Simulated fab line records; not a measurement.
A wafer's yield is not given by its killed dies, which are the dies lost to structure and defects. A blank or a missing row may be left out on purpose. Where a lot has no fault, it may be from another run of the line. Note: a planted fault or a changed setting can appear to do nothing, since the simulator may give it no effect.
Which tool was responsible? ; flow ritCmos ; Sampling: 13 lots, 39 wafers, 2 of 202 route steps

== WHAT THE GAUGES READ, wafer by wafer ==
The record holds no reading of a measuring or inspecting step that can be judged against a usual standard deviation.

== WHICH TOOL RAN EACH LOT (tool, then ch and the chambers of the sampled wafers, then the start) ==
lot;RIT_GATE_ETCH_19;RIT_M1_PROBE_99
L423;rieSi-01 ch 0,1, day 2 17:46;prober-02, day 3 16:11
L424;rieSi-02 ch 2,3, day 2 19:39;prober-02, day 3 17:25
L425;rieSi-01 ch 0,2, day 3 04:30;prober-01, day 4 01:43
L427;rieSi-01 ch 0,2,3, day 3 15:20;prober-01, day 4 14:40
L429;rieSi-01 ch 0,1,2, day 3 21:23;prober-01, day 4 17:41
L430;rieSi-02 ch 0,1,2, day 4 00:28;prober-02, day 4 21:59
L431;rieSi-01 ch 0,2,3, day 4 05:23;prober-01, day 5 01:45
L432;rieSi-02 ch 1,2,3, day 4 11:25;prober-02, day 5 07:49
L433;rieSi-01 ch 0,1,3, day 4 18:17;prober-01, day 5 15:20
L437;rieSi-01 ch 0,1,3, day 5 11:54;prober-01, day 6 08:25
L438;rieSi-02 ch 1,2, day 5 17:10;prober-02, day 6 13:30
L444;rieSi-02 ch 1,2,3, day 7 00:16;prober-02, day 7 20:59
L446;rieSi-02 ch 1,2,3, day 7 08:20;prober-02, day 8 04:20
- RIT_GATE_ETCH_19: etches poly-Si in SF6/CHF3/O2, stops on SiO2, time 165 s, target depth 312.5 nm.
- RIT_M1_PROBE_99

== WHAT THE TOOLS THEMSELVES READ (means of the sampled wafers that have a number; where no wafer has one, the mark that the record gives instead) ==
RIT_GATE_ETCH_19.
lot;tool;CHF3_flow_sccm (sccm);drypumpMotorCurrentA (A);oesProductAu (a.u.);runLengthS (s);throttleValvePct (%)
L423;rieSi-01;30.09;5.3;0.826;193.1;10.24
L424;rieSi-02;30.00;6.1;0.856;192.9;10.28
L425;rieSi-01;30.03;5.5;0.827;193.2;10.23
L427;rieSi-01;29.98;5.9;0.827;193.3;10.26
L429;rieSi-01;30.00;5.5;0.828;193.2;10.24
L430;rieSi-02;30.10;5.3;0.829;193.0;10.31
L431;rieSi-01;29.99;6.0;0.833;193.3;10.25
L432;rieSi-02;30.06;5.8;0.840;192.8;10.28
L433;rieSi-01;30.00;5.7;0.835;193.6;10.27
L437;rieSi-01;29.95;5.7;0.806;202.7;10.27
L438;rieSi-02;30.09;5.5;0.856;193.1;10.34
L444;rieSi-02;29.96;5.7;0.847;192.9;10.30
L446;rieSi-02;29.90;5.8;0.850;192.8;10.30

RIT_M1_PROBE_99.
lot;tool;killed_at_M0_to_M3;killedAtContacts;killedAtFrontEnd;killedDies;killedOpen;killedShort
L423;prober-02;0.0;0.0;10.0;10.0;4.3;5.7
L424;prober-02;0.0;0.3;4.0;4.3;1.7;2.0
L425;prober-01;0.0;0.0;11.7;11.7;5.0;6.7
L427;prober-01;0.0;0.3;8.0;8.3;5.0;3.3
L429;prober-01;0.0;0.0;3.0;3.0;2.3;0.7
L430;prober-02;0.7;0.0;7.0;7.7;4.0;3.0
L431;prober-01;0.0;0.7;4.7;5.3;2.0;2.7
L432;prober-02;0.0;0.0;9.0;9.0;5.0;4.0
L433;prober-01;0.0;0.0;5.0;5.0;3.0;2.0
L437;prober-01;0.0;0.0;5.3;5.3;3.3;2.0
L438;prober-02;0.0;0.3;6.0;6.3;3.3;3.0
L444;prober-02;0.0;0.3;5.3;5.7;3.3;2.3
L446;prober-02;0.0;0.0;10.7;10.7;5.3;5.3

== THE ANSWER, worked out from the rows above alone ==
Rule: the lots themselves supply what counts as usual. Put in order of their means at a reading, lots are off if they are a third of the lots or fewer, leave a main group of 4 or more, and stand apart from it by a gap of 3 or more times the standard deviation of the main group's means; of several such gaps the widest counts. If all means in a main group match to the digits the tables above print for the reading, that group is not used. A lot without any number at a reading at which 4 lots or more have one is off too. Where the step has rows for the other lots, those lots are counted as sound. First the gauges in route order, then the tools' own readings, where a lot's mean is used as printed above. The first step at which some lot is off is used, and at that step the reading that is off furthest; a lot without a number counts as furthest.
Off: L437, at RIT_GATE_ETCH_19 (runLengthS). Mean 193.1 s and standard deviation 0.23 in the main group.
If a tool, at that step or one of the process steps before it, ran each lot that is off and ran no sound lot following the first of them, it fits. One candidate fits, namely rieSi-01 at RIT_GATE_ETCH_19. Its last sound lot is L433 (day 4 18:17), its first lot that is off L437 (day 5 11:54): a fault that began between those two fits.
On the lots that are off, the tool's own readings at RIT_GATE_ETCH_19 differ by more than 5 times the standard deviation of the sound lots' means, which bears it out; runLengthS reads 202.7 s there versus 193.1 s on the sound lots.

== WHAT HAD BEEN PUT IN BY THE SIMULATOR ==
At RIT_GATE_ETCH_19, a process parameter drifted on rieSi-01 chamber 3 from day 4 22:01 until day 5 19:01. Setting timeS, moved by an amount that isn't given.
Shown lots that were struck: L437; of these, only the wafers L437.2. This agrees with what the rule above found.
